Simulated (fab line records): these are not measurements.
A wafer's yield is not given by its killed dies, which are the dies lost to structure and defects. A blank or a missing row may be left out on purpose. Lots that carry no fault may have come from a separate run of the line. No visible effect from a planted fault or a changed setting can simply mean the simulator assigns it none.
A struck lot beside a sound one / flow rit-cmos / 15 steps out of a route of 202
Sound: wafers L310.2, L310.4, L310.5. Struck: wafer L309.3. (L309.2, L309.6 of the same lot were not struck and are left out.) The cause comes at the end.
Order at every step that has rows: each side's tool, ch and its chambers, its first start. Under that, the readings that differ: sound wafers / struck wafers / difference of the means / sigmas: that difference in standard deviations of wafers without a fault.
alike: same words and numbers on both sides, and readings whose means sit less than 2 such deviations apart. not compared: any withheld reading, any reading some wafer has no value for, any bound like >300 that may hide the same value, and any number with overlapping values for which the record gives no deviation.
A row with sigmas, a row that says differs or no value, or rows on one side alone: a step with any of these is where the two part. Numbers that don't overlap but have no deviation are shown without sigmas and don't part them. A reading missing from all wafers of one side parts the sides only when that side holds two or more wafers.

RIT_SILICIDE_RTA_06: time 10 s, ramp up 5 s, ramp down 10 s.
  sound on rtp-anneal-02 ch 0, day 7 01:56; struck on rtp-anneal-01 ch 0, day 6 21:15
  alike: chamber-o2-ppm, wafer_temp_C_max
RIT_CONTACT_CVD_00: deposits SiO2 from TEOS, target thk 400 nm, time 61 s.
  sound on pecvd-01 ch 0,1,2, day 7 02:00; struck on pecvd-02 ch 1, day 6 21:19
  alike: heater-power-w
RIT_CONTACT_THK_MEAS_01:
  struck on film-metro-04, day 6 21:22; sound on film-metro-04, day 7 02:04
  alike: CONTACT_TEOS_THK
then, 6 steps without rows for these wafers: RIT_CONTACT_HMDS_02 (prime time 60 s); RIT_CONTACT_COAT_03 (resist thk 1000 nm); RIT_CONTACT_SOFTBAKE_04 (time 60 s); RIT_CONTACT_EXPOSE_05 (exposes mask M11, target cd 1000 nm); RIT_CONTACT_PEB_06; RIT_CONTACT_DEVELOP_07 (develop time 120 s).
RIT_CONTACT_CD_MEAS_08 targets a cd of 1000 nm.
  struck on cd-sem-02, day 6 22:25; sound on cd-sem-02, day 7 03:06
  alike: cd-nm
RIT_CONTACT_OVL_MEAS_09:
  struck on overlay-02, day 6 22:31; sound on overlay-01, day 7 03:12
  alike: CONTACT_OVL
then, 1 step without rows for these wafers: RIT_CONTACT_HARDBAKE_10 (time 60 s).
RIT_CONTACT_ETCH_11: etches SiO2 in CHF3/CF4/Ar, stops on TiSi2, target depth 480 nm, time 320 s.
  sound on rie-diel-01 ch 0,2, day 7 03:23; struck on rie-diel-02 ch 0, day 6 22:41
reading=rf-fwd-power-W (W); sound=200.1 199.3 199.8; struck=231.3; difference=+31.6; sigmas=+51
reading=model.NOVOLAK_of_CONTACT_COAT_03.thk-nm (nm); sound=770.8 772.3 771.5; struck=755.1; difference=-16.4; sigmas=
  alike: drypump-motor-current-A, oes-product-au, throttle-valve-pct
  not compared: rf-hours-counter-h
RIT_CONTACT_STRIP_12: strips in O2, time 180 s.
  sound on plasma-asher-04 ch 0, day 7 03:35; struck on plasma-asher-02 ch 1, day 6 22:53
  alike: drypump-motor-current-A
  not compared: rf-hours-counter-h
RIT_M1_PROBE_99:
  struck on prober-01, day 7 05:30; sound on prober-02, day 7 08:37
reading=model.etest.antenna-contact.vt-shift-v (V); sound=-0.01075 -0.004736 -0.008738; struck=-0.02269; difference=-0.01462; sigmas=
  alike: killed-at-contacts, killed-at-front-end, killed-dies, killed-open, killed-short

## WHERE THEY PART
RIT_CONTACT_ETCH_11 only, going by this record. Later steps at which nothing parts them and some readings are alike: RIT_CONTACT_STRIP_12, RIT_M1_PROBE_99.

WHY: what the simulator had put in
rie-diel-02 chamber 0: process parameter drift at RIT_CONTACT_ETCH_11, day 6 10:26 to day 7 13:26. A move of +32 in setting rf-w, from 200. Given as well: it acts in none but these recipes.
